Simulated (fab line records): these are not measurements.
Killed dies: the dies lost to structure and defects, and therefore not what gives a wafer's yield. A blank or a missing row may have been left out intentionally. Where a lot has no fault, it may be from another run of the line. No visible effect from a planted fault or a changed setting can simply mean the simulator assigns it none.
One fault through the eyes of 2 desks + flow berkeley-cmos170 + every desk sees just its own numbers, and what lay behind them comes last

## FOR THE TOOL OWNER'S DESK: plasma-asher-02
The tool's own readings at UCB170_NSD_STRIP_09 (strips in O2): means of the sampled wafers that have a number, for each lot that ran on this tool. A lot is out of limits, marked OUT, if its mean lies more than 4 standard deviations from the usual mean; the brackets give that distance.
Columns: A = drypump-motor-current-A at UCB170_NSD_STRIP_09, usual 5.5 A; B = oes-product-au at UCB170_NSD_STRIP_09, usual 0.534 a.u.; C = strip-time-to-endpoint-s at UCB170_NSD_STRIP_09, usual 35.82 s
| lot  | first seen here | A   | B                | C               |
|------|-----------------|-----|------------------|-----------------|
| L279 | day 8 15:22     | 5.7 | 0.532            | 35.75           |
| L280 | day 9 09:33     | 5.7 | 0.535            | 35.85           |
| L285 | day 10 08:17    | 5.7 | 0.557 (+5.0) OUT | 33.90 (-19) OUT |
| L299 | day 13 09:17    | 5.9 | 0.534            | 35.88           |
This desk's verdict: out of limits on L285, starting with L285 at day 10 08:17 (oes-product-au at UCB170_NSD_STRIP_09). In limits: L279, L280, L299.

## THE METROLOGY DESK
Lot by lot, what the gauges showed, no matter which tool ran the lot: averages of those sampled wafers that carry a number. A lot is out of limits, marked OUT, if its mean lies more than 4 standard deviations from the usual mean; the brackets give that distance.
Columns: A = V1_OVL at UCB170_V1_OVL_MEAS_13, usual 1 nm; B = M2_OVL at UCB170_M2_OVL_MEAS_16, usual -7 nm; C = M3_AL_RS at UCB170_M3_RS_MEAS_02, usual 0.0320 ohm/sq
| lot  | first seen here | A  | B   | C      |
|------|-----------------|----|-----|--------|
| L279 | day 9 05:14     | 5  | -8  | 0.0327 |
| L277 | day 9 08:39     | -2 | -6  | 0.0318 |
| L278 | day 9 08:49     | 2  | -9  | 0.0316 |
| L282 | day 9 22:17     | -2 | -4  | 0.0314 |
| L281 | day 10 00:22    | -1 | -6  | 0.0316 |
| L280 | day 10 01:35    | 6  | -11 | 0.0325 |
| L285 | day 10 23:11    | 3  | -10 | 0.0325 |
| L289 | day 11 10:22    | -0 | -3  | 0.0318 |
| L292 | day 12 10:57    | -6 | -9  | 0.0318 |
| L291 | day 12 11:35    | 3  | 0   | 0.0317 |
| L295 | day 13 05:24    | 8  | -11 | 0.0320 |
| L297 | day 13 19:58    | 10 | -4  | 0.0318 |
| L299 | day 13 23:30    | 0  | -9  | 0.0318 |
Result from this desk: across the 13 lots, nothing is out of limits.

## ALL TOGETHER
The tool owner's desk had the chance to raise an alarm at day 10 08:17 on L285.
Metrology desk: nothing out of limits seen.
The metrology desk holds a record of L285, inside its limits.
UCB170_NSD_STRIP_09 was run on plasma-asher-02 by each of the lots named.

## WHAT THE SIMULATOR PUT IN
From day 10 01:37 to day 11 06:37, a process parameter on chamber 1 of plasma-asher-02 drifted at UCB170_NSD_STRIP_09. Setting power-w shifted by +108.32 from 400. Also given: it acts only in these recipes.
Shown lots that were struck: L285.
Each desk's first reading out of limits, in hours after the fault started: the tool owner's desk, 7.
